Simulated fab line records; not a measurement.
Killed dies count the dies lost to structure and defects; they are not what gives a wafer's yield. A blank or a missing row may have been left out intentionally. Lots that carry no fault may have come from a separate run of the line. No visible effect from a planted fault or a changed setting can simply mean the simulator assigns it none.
A struck lot beside a sound one -- flow ritCmos -- 15 steps out of a route of 202
Sound: wafers L768.2, L768.4, L768.5. The struck wafers were L765.1, L765.3, L765.6. The cause is named last.
Per side, at each step with rows, come the tool, then ch with its chambers, and then its first start. Under that, the readings that differ: sound wafers -- struck wafers -- difference of the means -- sigmas: that difference in standard deviations of wafers without a fault.
alike: readings whose means differ by less than 2 such deviations, and words and numbers that are the same on both sides. not compared: withheld readings, readings that some wafer has no value for, bounds like >300 that may hide the same value, and numbers for which the record gives no deviation and whose values overlap.
Wherever a step has rows on one side only, a row that says differs or no value, or a row with sigmas, the two part there. When numbers do not overlap yet have no deviation, they are printed without sigmas and do not part them. Lack of a reading on every wafer of one side parts them only where that side has two or more wafers.

RIT_NSD_TW_MEAS_10:
  sound on filmMetro-03 at day 7 15:22; struck on filmMetro-02 at day 7 00:57
  alike: NSD_TW
then, 6 steps without rows for these wafers: RIT_PSD_HMDS_00 (prime time 60 s); RIT_PSD_COAT_01 (resist thk 1000 nm); RIT_PSD_SOFTBAKE_02 (time 60 s); RIT_PSD_EXPOSE_03 (exposes mask M10, target cd 40900 nm); RIT_PSD_PEB_04; RIT_PSD_DEVELOP_05 (develop time 50 s).
RIT_PSD_OVL_MEAS_06:
  sound on overlay-02 at day 7 16:35; struck on overlay-01 at day 7 01:52
  alike: PSD_OVL
then, 2 steps without rows for these wafers: RIT_PSD_HARDBAKE_07 (time 60 s); RIT_PSD_IMPLANT_08.
RIT_PSD_STRIP_09: strips in O2, time 180 s.
  sound on plasmaAsher-02 ch 0,1, day 7 16:55; struck on plasmaAsher-04 ch 0,1, day 7 02:21
  alike: drypumpMotorCurrentA
  not compared: rfHoursCounterH
RIT_PSD_TW_MEAS_10:
  sound on filmMetro-04 at day 7 17:06; struck on filmMetro-04 at day 7 02:32
  alike: PSD_TW
RIT_SDANNEAL_CLEAN_00: cleans in SC1, time 600 s.
  sound on wetBench-01 ch 0, day 7 17:09; struck on wetBench-04 ch 3, day 7 02:35
  no value came back on the struck wafers for bathGuardTempC (C), bathHeatDutyPct (%), tempC (C), timeS (s); on the sound wafers bathGuardTempC (C) reads 74.8 75.0 75.0
then, 1 step without rows for these wafers: RIT_SDANNEAL_CLEAN_01 (cleans in dHF, time 30 s).
RIT_M1_PROBE_99:
  sound on prober-01 at day 8 01:07; struck on prober-01 at day 7 10:32
reading,sound,struck,difference,sigmas
killedAtContacts,0 0 0,1 0 1,+1,+2
  alike: killedAtFrontEnd, killedDies, killedOpen, killedShort

WHERE THEY PART
First at RIT_SDANNEAL_CLEAN_00; last, within this record, at RIT_M1_PROBE_99.

WHY: whatever the simulator had introduced
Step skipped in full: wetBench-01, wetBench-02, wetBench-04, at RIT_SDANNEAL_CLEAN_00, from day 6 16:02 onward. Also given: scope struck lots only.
